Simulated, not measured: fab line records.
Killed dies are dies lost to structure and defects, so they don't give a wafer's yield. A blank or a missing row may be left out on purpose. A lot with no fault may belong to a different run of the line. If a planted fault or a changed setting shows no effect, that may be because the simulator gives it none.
A single fault, viewed from 2 desks -- flow berkeley_cmos170 -- every desk sees just its own numbers, and what lay behind them comes last

== THE METROLOGY DESK ==
What the gauges read, lot by lot, whatever tool the lot ran on: means of the sampled wafers that have a number. If a lot's mean is further than 4 standard deviations from the usual mean, the lot is out of limits and carries the mark OUT (the distance appears in the brackets).
Columns: A = NWELL_NITRIDE_THK at UCB170_NWELL_THK_MEAS_05, usual 224.5 nm; B = NWELL_OVL at UCB170_NWELL_OVL_MEAS_12, usual -1 nm; C = PWELL_TW at UCB170_PWELL_TW_MEAS_17, usual 380; D = PLDD_RS at UCB170_SDANNEAL_RS_MEAS_04, usual 1030.7 ohm/sq
lot,first seen here,A,B,C,D
L751,day 2 07:28,226.5,-9,383,1028.2
L752,day 2 18:35,225.1,1,376,1032.4
L763,day 4 20:32,226.1,4,378,1065.1 (+13) OUT
L762,day 4 20:34,225.5,-3,376,1119.0 (+33) OUT
L764,day 5 07:44,225.1,1,377,1069.3 (+14) OUT
L766,day 5 19:08,226.8,-2,385,1030.5
L765,day 5 19:09,222.8,7,385,1030.6
L767,day 6 01:07,226.6,12,381,1032.8
L771,day 6 16:01,225.0,2,384,1032.0
L772,day 6 16:01,221.6,-5,383,1030.7
This desk's finding: out of limits on L762, L763, L764; first on L762, day 10 20:20 (PLDD_RS at UCB170_SDANNEAL_RS_MEAS_04). Within limits: L751, L752, L766, L765, L767, L771, L772.

== DESK OF THE TOOL OWNER: furnace-02 ==
Per lot that ran on this tool, the mean of the sampled wafers carrying a number, from the tool's own readings at UCB170_SPACER_ANNEAL_02 (time 1800 s). If a lot's mean is further than 4 standard deviations from the usual mean, the lot is out of limits and carries the mark OUT (the distance appears in the brackets).
Columns: A = spike_tc_centre_C at UCB170_SPACER_ANNEAL_02, usual 903.2 C; B = tube_center_temp_C_max at UCB170_SPACER_ANNEAL_02, usual 902.3; C = zone_power_centre_pct at UCB170_SPACER_ANNEAL_02, usual 42.3 %
lot,first seen here,A,B,C
L762,day 10 12:56,869.5 (-28) OUT,902.4,27.6 (-5.9) OUT
L763,day 10 12:56,868.8 (-29) OUT,902.1,27.9 (-5.8) OUT
L764,day 10 19:41,868.7 (-29) OUT,902.2,27.4 (-6.0) OUT
This desk's verdict: out of limits on L762, L763, L764, starting with L762 at day 10 12:56 (spike_tc_centre_C at UCB170_SPACER_ANNEAL_02). In limits: none.

== PUT TOGETHER ==
The tool owner's desk had the chance to raise an alarm at day 10 12:56 on L762, L763, L764.
An alarm was possible from the metrology desk at day 10 20:20, on L762, L763, L764.
On furnace-02, each named lot ran UCB170_SPACER_ANNEAL_02.

== WHAT WAS PUT IN BY THE SIMULATOR ==
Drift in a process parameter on furnace-02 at UCB170_SPACER_ANNEAL_02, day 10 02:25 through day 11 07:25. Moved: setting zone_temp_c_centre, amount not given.
Struck lots among those shown: L762, L763, L764.
Hours from the fault's start to each desk's first reading out of limits: the tool owner's desk, 11; the metrology desk, 18.
